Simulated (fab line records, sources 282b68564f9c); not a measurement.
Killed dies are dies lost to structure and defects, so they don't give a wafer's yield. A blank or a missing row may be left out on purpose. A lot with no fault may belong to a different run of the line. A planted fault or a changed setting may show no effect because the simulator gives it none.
A single fault, viewed from 2 desks | flow rit_cmos | each desk holds nothing but its own numbers, with what lay behind them at the end

## THE TOOL OWNER'S DESK: pecvd-04
The tool's own readings at RIT_CONTACT_CVD_00 (deposits SiO2 from TEOS, target thk 400 nm, time 61 s): means of the sampled wafers that have a number, for each lot that ran on this tool. Any lot whose mean is over 4 standard deviations away from the usual mean is out of limits and marked OUT; that distance is given in the brackets.
Columns: A = heater_power_w at RIT_CONTACT_CVD_00, usual 328 W; B = run_length_s at RIT_CONTACT_CVD_00, usual 89.1 s
lot  | first seen here | A   | B
L544 | day 3 06:51     | 360 | 88.6
L547 | day 3 23:58     | 355 | 89.2
L553 | day 5 04:28     | 346 | 88.8
L559 | day 6 10:40     | 371 | 99.6 (+17) OUT
L562 | day 7 07:19     | 326 | 99.1 (+16) OUT
This desk's finding: out of limits on L559, L562; first on L559, day 6 10:40 (run_length_s at RIT_CONTACT_CVD_00). Within limits: L544, L547, L553.

## AT THE METROLOGY DESK
Means of the sampled wafers that have a number, per lot and without regard to the tool the lot ran on: this is what the gauges read. Any lot whose mean is over 4 standard deviations away from the usual mean is out of limits and marked OUT; that distance is given in the brackets.
Columns: A = CONTACT_TEOS_THK at RIT_CONTACT_THK_MEAS_01, usual 400 nm
lot  | first seen here | A
L544 | day 3 06:55     | 405
L545 | day 3 13:22     | 400
L546 | day 3 18:16     | 405
L547 | day 4 00:02     | 394
L548 | day 4 04:41     | 399
L551 | day 4 19:23     | 394
L552 | day 4 23:59     | 400
L553 | day 5 04:32     | 403
L554 | day 5 09:19     | 398
L559 | day 6 10:43     | 469 (+15) OUT
L562 | day 7 07:22     | 468 (+15) OUT
L563 | day 7 12:41     | 399
L564 | day 7 15:03     | 404
L566 | day 8 00:08     | 402
This desk reports L559, L562 out of limits; the earliest was L559 at day 6 10:43 (CONTACT_TEOS_THK at RIT_CONTACT_THK_MEAS_01). Within limits: L544, L545, L546, L547, L548, L551, L552, L553, L554, L563, L564, L566.

## ALL TOGETHER
An alarm could have come from the tool owner's desk at day 6 10:40, on L559, L562.
On L559, L562, the metrology desk was in a position to raise an alarm at day 6 10:43.
Every lot named ran RIT_CONTACT_CVD_00 on pecvd-04.

## WHAT THE SIMULATOR HAD PUT IN
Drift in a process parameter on pecvd-04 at RIT_CONTACT_CVD_00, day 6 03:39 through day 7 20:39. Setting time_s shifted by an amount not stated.
Shown lots that were struck: L559, L562.
Delay (hours) between the fault's onset and each desk's first out-of-limits reading: 7 at the tool owner's desk, 7 at the metrology desk.
